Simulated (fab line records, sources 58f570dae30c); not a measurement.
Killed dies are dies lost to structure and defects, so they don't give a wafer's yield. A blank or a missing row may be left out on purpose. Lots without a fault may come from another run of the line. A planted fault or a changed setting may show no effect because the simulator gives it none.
fab line records | flow berkeley_cmos170
record lots=15 wafers=45 last_day=12
route steps=331 shown V1@270 M2@289 V2@305
lots that met no fault: from a run of the same line without faults
start_h: hours from the record's first day to the start of the lot's first wafer shown | wait_h: hours since the lot's step before | " the same as in the row above | L1.1+2: a row that stands for several wafers | - no value, or no start given | * or withheld: withheld | < > ~ a bound
route shown NAME@n: a module of which the file shows steps, and the number in the route of the first | usual: mean/standard deviation of fault-free wafers | same: alike in all rows | chamber/n: place in a boat | sites: the reading at each site | _std_site: their standard deviation | _edge_site: outer sites' mean less inner sites' | radius_mm: how far each site lies from the wafer's centre | mask NAME#n: copy n | behind: the tool/chamber that last shaped the wafer | hold: why the lot was held/for how many hours/how that ended | device: the transistor (n, p or np) that didn't switch | end of line: the same wafers' tests at the end of the route | a step without rows: its recipe alone | killed: dies lost to structure and defects at the first sort, not the wafer's yield | map: a wafer's dies, x killed, . not, _ none there
set.NAME: the setting as run; set.NAME@STEP: as run at that earlier step | model.NAME: the simulator's own value behind a step, which no gauge read
steps of the route over a sample of lots; a table a step, a row a wafer
services: from which hour (start_h, from the record's first day; less than 0 if before it) a tool's chamber was out of use, for how many hours, and why
## steps
# step UCB170_V1_CD_MEAS_90
# recipe target_cd_nm=700
# usual cd_nm=699.5/1.6
# columns lot.wafer tool chamber start_h wait_h cd_nm
L232.1 cd_sem-02 - 159.41 0.1 696.7
L232.3 " - " " 700.5
L232.6 " - " " 698.6
L234.1 cd_sem-02 - 177.68 0.1 699.9
L234.3 " - " " 699.6
L234.6 " - " " 700.0
L240.3 cd_sem-01 - 184.88 0.1 700.5
L240.4 " - " " 700.4
L240.6 " - " " 700.1
L239.1 cd_sem-01 - 184.96 0.1 699.2
L239.3 " - " " 701.3
L239.6 " - " " 699.5
L238.3 cd_sem-02 - 185.15 0.1 698.5
L238.4 " - " " 699.8
L238.5 " - " " 699.8
L236.2 cd_sem-01 - 185.41 0.1 698.8
L236.4 " - " " 700.8
L236.5 " - " " 701.3
L242.2 cd_sem-02 - 210.34 0.1 701.8
L242.3 " - " " 700.1
L242.4 " - " " 703.7
L241.1 cd_sem-01 - 210.86 0.1 698.4
L241.4 " - " " 698.0
L241.5 " - " " 697.3
L244.3 cd_sem-02 - 223.31 0.1 700.0
L244.5 " - " " 698.1
L244.6 " - " " 698.5
L247.3 cd_sem-01 - 235.83 0.1 700.7
L247.5 " - " " 700.2
L247.6 " - " " 701.0
L248.1 cd_sem-01 - 239.14 0.1 702.6
L248.4 " - " " 702.7
L248.5 " - " " 701.1
L249.3 cd_sem-01 - 239.44 0.1 701.2
L249.4 " - " " 700.2
L249.6 " - " " 700.5
L255.2 cd_sem-01 - 275.12 0.1 700.9
L255.3 " - " " 699.8
L255.6 " - " " 700.5
L253.3 cd_sem-02 - 281.56 0.1 695.9
L253.4 " - " " 697.7
L253.5 " - " " 696.5
L254.1 cd_sem-02 - 288.83 0.1 700.9
L254.2 " - " " 700.9
L254.5 " - " " 700.8
# step UCB170_M2_METAL_ETCH_18
# recipe chemistry=Cl2/BCl3 target=Al stop_on=SiO2 pressure_mtorr=12 target_depth_a=11700 over_etch_frac=0.3 time_s=195 icp_w=600 bias_w=120 Cl2_flow_sccm=90 bcl3_flow_sccm=45
# usual drypump_motor_current_A=5.6/0.52 he_backside_leak_sccm=3.37/0.16 oes_product_au=0.860/0.02 throttle_valve_pct=24.46/0.14
# columns lot.wafer tool chamber start_h wait_h drypump_motor_current_A he_backside_leak_sccm oes_product_au rf_hours_counter_h throttle_valve_pct
L232.1 rie_metal-01 0 161.62 - 5.4 3.52 0.844 1 24.21
L232.3 " 0 " " 5.4 3.54 0.835 - 24.22
L232.6 " 0 " " 5.4 3.47 0.841 - 24.22
L234.1 rie_metal-02 1 179.91 - 6.0 3.30 0.837 7 24.36
L234.3 " 1 " " 6.0 3.33 0.828 - 24.38
L234.6 " 1 " " 6.0 3.39 0.843 - 24.36
L240.3 rie_metal-03 1 189.17 - 6.4 3.24 0.884 - 24.59
L240.4 " 1 " " 6.4 3.38 0.864 - 24.61
L240.6 " 1 " " 6.4 3.26 0.877 - 24.60
L239.1 rie_metal-02 0 189.26 - 5.0 3.14 0.880 10 24.45
L239.3 " 1 " " 6.0 3.33 0.847 - 24.37
L239.6 " 0 " " 5.0 3.06 0.881 - 24.46
L238.3 rie_metal-01 1 189.70 - 5.2 3.39 0.887 - 24.59
L238.4 " 1 " " 5.1 3.39 0.861 - 24.60
L238.5 " 1 " " 5.2 3.42 0.878 - 24.61
L236.2 rie_metal-03 1 189.72 - 6.5 3.28 0.871 - 24.60
L236.4 " 1 " " 6.4 3.21 0.888 - 24.59
L236.5 " 1 " " 6.5 3.31 0.860 - 24.62
L242.2 rie_metal-02 0 212.54 - 4.9 3.04 0.867 11 24.46
L242.3 " 1 " " 6.0 3.27 0.829 - 24.37
L242.4 " 0 " " 5.0 3.10 0.858 - 24.47
L241.1 rie_metal-03 1 213.20 - 6.4 3.32 0.875 3 24.60
L241.4 " 0 " " 5.4 3.26 0.858 - 24.36
L241.5 " 0 " " 5.4 3.34 0.854 - 24.37
L244.3 rie_metal-03 0 225.99 - 5.4 3.35 0.842 - 24.37
L244.5 " 1 " " 6.4 3.32 0.874 - 24.59
L244.6 " 0 " " 5.5 3.28 0.857 - 24.36
L247.3 rie_metal-01 1 238.32 - 5.1 3.52 0.890 - 24.59
L247.5 " 1 " " 5.2 3.40 0.879 - 24.58
L247.6 " 0 " " 5.4 3.52 0.835 - 24.24
L248.1 rie_metal-02 1 242.83 - 6.0 3.14 0.844 9 24.34
L248.4 " 1 " " 6.0 3.43 0.834 - 24.36
L248.5 " 0 " " 5.0 3.45 0.877 - 24.48
L249.3 rie_metal-03 0 243.16 - 5.4 3.17 0.846 - 24.38
L249.4 " 1 " " 6.4 3.21 0.872 - 24.61
L249.6 " 1 " " 6.4 3.17 0.860 - 24.60
L255.2 rie_metal-01 0 278.41 - 5.4 3.58 0.824 3 24.24
L255.3 " 1 " " 5.2 3.57 0.875 - 24.60
L255.6 " 1 " " 5.2 3.23 0.874 - 24.60
L253.3 rie_metal-01 0 283.94 - 5.4 3.57 0.822 - 24.24
L253.4 " 1 " " 5.1 3.45 0.896 - 24.58
L253.5 " 1 " " 5.1 3.23 0.878 - 24.58
L254.1 rie_metal-03 0 292.67 - 5.4 3.32 0.843 6 24.37
L254.2 " 1 " " 6.4 3.46 0.866 5 24.59
L254.5 " 0 " " 5.4 3.47 0.848 - 24.37
# step UCB170_M2_STRIP_19
# recipe chemistry=O2 power_w=400 pressure_mtorr=3500 platen_temp_c=withheld o2_flow_sccm=400 overash_fraction=0.5
# usual chamber_pressure_mTorr=3499.4/3 drypump_motor_current_A=5.73/0.3 oes_product_au=0.540/0.024 overash_fraction=0.5/0
# columns lot.wafer tool chamber start_h wait_h chamber_pressure_mTorr drypump_motor_current_A oes_product_au overash_fraction rf_hours_counter_h
L232.1 plasma_asher-02 1 161.81 0.1 3495.4 6.08 0.558 0.5 38
L232.3 " 1 " " 3501.1 6.03 0.575 0.5 -
L232.6 " 0 " " 3502.0 5.67 0.569 0.5 -
L234.1 plasma_asher-03 0 180.29 0.3 3498.4 5.45 0.529 0.5 50
L234.3 " 0 " " 3497.9 5.43 0.527 0.5 -
L234.6 " 0 " " 3499.3 5.45 0.526 0.5 -
L239.1 plasma_asher-02 1 189.45 0.1 3491.4 6.07 0.522 0.5 41
L239.3 " 1 " " 3500.5 6.05 0.516 0.5 -
L239.6 " 0 " " 3500.5 5.68 0.531 0.5 -
L240.3 plasma_asher-04 1 189.46 0.2 3492.2 6.20 0.502 0.5 -
L240.4 " 0 " " 3497.6 5.85 0.503 0.5 -
L240.6 " 1 " " 3495.7 6.20 0.503 0.5 -
L238.3 plasma_asher-04 1 189.98 0.2 3502.0 6.19 0.552 0.5 -
L238.4 " 0 " " 3497.5 5.83 0.557 0.5 -
L238.5 " 0 " " 3499.8 5.86 0.561 0.5 -
L236.2 plasma_asher-03 0 190.04 0.2 3500.2 5.46 0.513 0.5 51
L236.4 " 0 " " 3499.3 5.45 0.514 0.5 -
L236.5 " 0 " " 3507.6 5.46 0.502 0.5 -
L242.2 plasma_asher-03 1 212.73 0.1 3499.6 5.36 0.536 0.5 53
L242.3 " 1 " " 3499.0 5.36 0.524 0.5 -
L242.4 " 0 " " 3501.3 5.44 0.533 0.5 -
L241.1 plasma_asher-03 0 213.38 0.1 3493.1 5.40 0.503 0.5 53
L241.4 " 0 " " 3497.2 5.44 0.550 0.5 -
L241.5 " 0 " " 3495.3 5.45 0.556 0.5 -
L244.3 plasma_asher-02 0 226.14 0.1 3497.4 5.66 0.555 0.5 -
L244.5 " 0 " " 3496.9 5.65 0.502 0.5 -
L244.6 " 1 " " 3499.2 6.07 0.557 0.5 -
L247.3 plasma_asher-03 0 238.48 0.1 - - - - -
L247.5 " 1 " " - - - - -
L247.6 " 0 " " - - - - -
L248.1 plasma_asher-04 0 243.01 0.1 - - - - -
L248.4 " 0 " " - - - - -
L248.5 " 0 " " - - - - -
L249.3 plasma_asher-03 0 243.32 0.1 - - - - -
L249.4 " 1 " " - - - - -
L249.6 " 0 " " - - - - -
L255.2 plasma_asher-04 0 278.60 0.1 3498.7 5.84 0.562 0.5 15
L255.3 " 0 " " 3502.1 5.82 0.561 0.5 -
L255.6 " 0 " " 3497.0 5.84 0.558 0.5 -
L253.3 plasma_asher-04 1 284.09 0.1 3495.3 6.16 0.559 0.5 -
L253.4 " 0 " " 3498.5 5.84 0.562 0.5 -
L253.5 " 1 " " 3502.0 6.16 0.562 0.5 -
L254.1 plasma_asher-02 0 292.86 0.1 3500.2 5.68 0.558 0.5 51
L254.2 " 1 " " 3497.5 6.03 0.505 0.5 51
L254.5 " 0 " " 3496.9 5.67 0.567 0.5 -
# step UCB170_V2_OVL_MEAS_13
# usual V2_OVL=1/6
# columns lot.wafer tool chamber start_h wait_h V2_OVL[nm]
L232.1 overlay-01 - 164.44 0.1 5
L232.3 " - " " -1
L232.6 " - " " 8
L234.1 overlay-02 - 183.31 0.1 -2
L234.3 " - " " 7
L234.6 " - " " 3
L240.3 overlay-02 - 191.83 0.1 -8
L240.4 " - " " 4
L240.6 " - " " 1
L239.1 overlay-01 - 192.06 0.1 4
L239.3 " - " " 10
L239.6 " - " " 18
L238.3 overlay-02 - 192.25 0.1 -9
L238.4 " - " " 2
L238.5 " - " " -5
L236.2 overlay-01 - 192.48 0.1 3
L236.4 " - " " -2
L236.5 " - " " -2
L242.2 overlay-01 - 214.80 0.1 -2
L242.3 " - " " -5
L242.4 " - " " -2
L241.1 overlay-01 - 215.74 0.1 1
L241.4 " - " " -2
L241.5 " - " " -5
L244.3 overlay-01 - 230.20 0.1 3
L244.5 " - " " -5
L244.6 " - " " 1
L255.2 overlay-01 - 281.70 0.1 -1
L255.3 " - " " 5
L255.6 " - " " 1
L253.3 overlay-01 - 286.53 0.1 -5
L253.4 " - " " -5
L253.5 " - " " -12
L254.1 overlay-02 - 295.40 0.1 1
L254.2 " - " " 1
L254.5 " - " " -5
## services
# columns tool chamber start_h hours kind
plasma_asher-04 - 145.42 14.6 pm
rie_metal-02 1 148.92 15.5 repair
rie_metal-02 0 171.11 8.9 repair
rie_metal-03 0 183.57 9.0 repair
rie_metal-01 0 187.23 6.3 repair
rie_metal-03 - 188.17 0.4 repair
plasma_asher-03 - 214.55 2.8 pm
plasma_asher-03 - 218.17 2.3 repair
rie_metal-01 - 241.93 0.2 repair
rie_metal-01 0 242.84 7.0 repair
rie_metal-03 0 273.31 1.7 repair
plasma_asher-02 - 281.02 3.2 repair
## key
first_sign step=UCB170_M2_STRIP_19 reading=tool_record direction=missing
effect none on later readings
met_at UCB170_M2_STRIP_19
struck_lots L247,L248,L249
later_rows_left_out L247.3,L247.5,L247.6,L248.1,L248.4,L248.5,L249.3,L249.4,L249.6
sort_left_out L247.3,L247.5,L247.6,L248.1,L248.4,L248.5,L249.3,L249.4,L249.6
not_acting_at UCB170_V1_CD_MEAS_90,UCB170_M2_METAL_ETCH_18,UCB170_V2_OVL_MEAS_13
onset_between 213.38 238.48
fault kind=skipped_step_whole tool=plasma_asher-03,plasma_asher-04 chamber=- onset_h=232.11 steps=UCB170_M2_STRIP_19 scope=struck_lots_only
# sort_left_out: the simulated sort isn't trusted on such a fault, so these wafers' sort isn't shown, and their yield isn't known
# later_rows_left_out: the simulator's readings of these wafers behind a module that went badly wrong aren't trusted and aren't shown, but for the sort
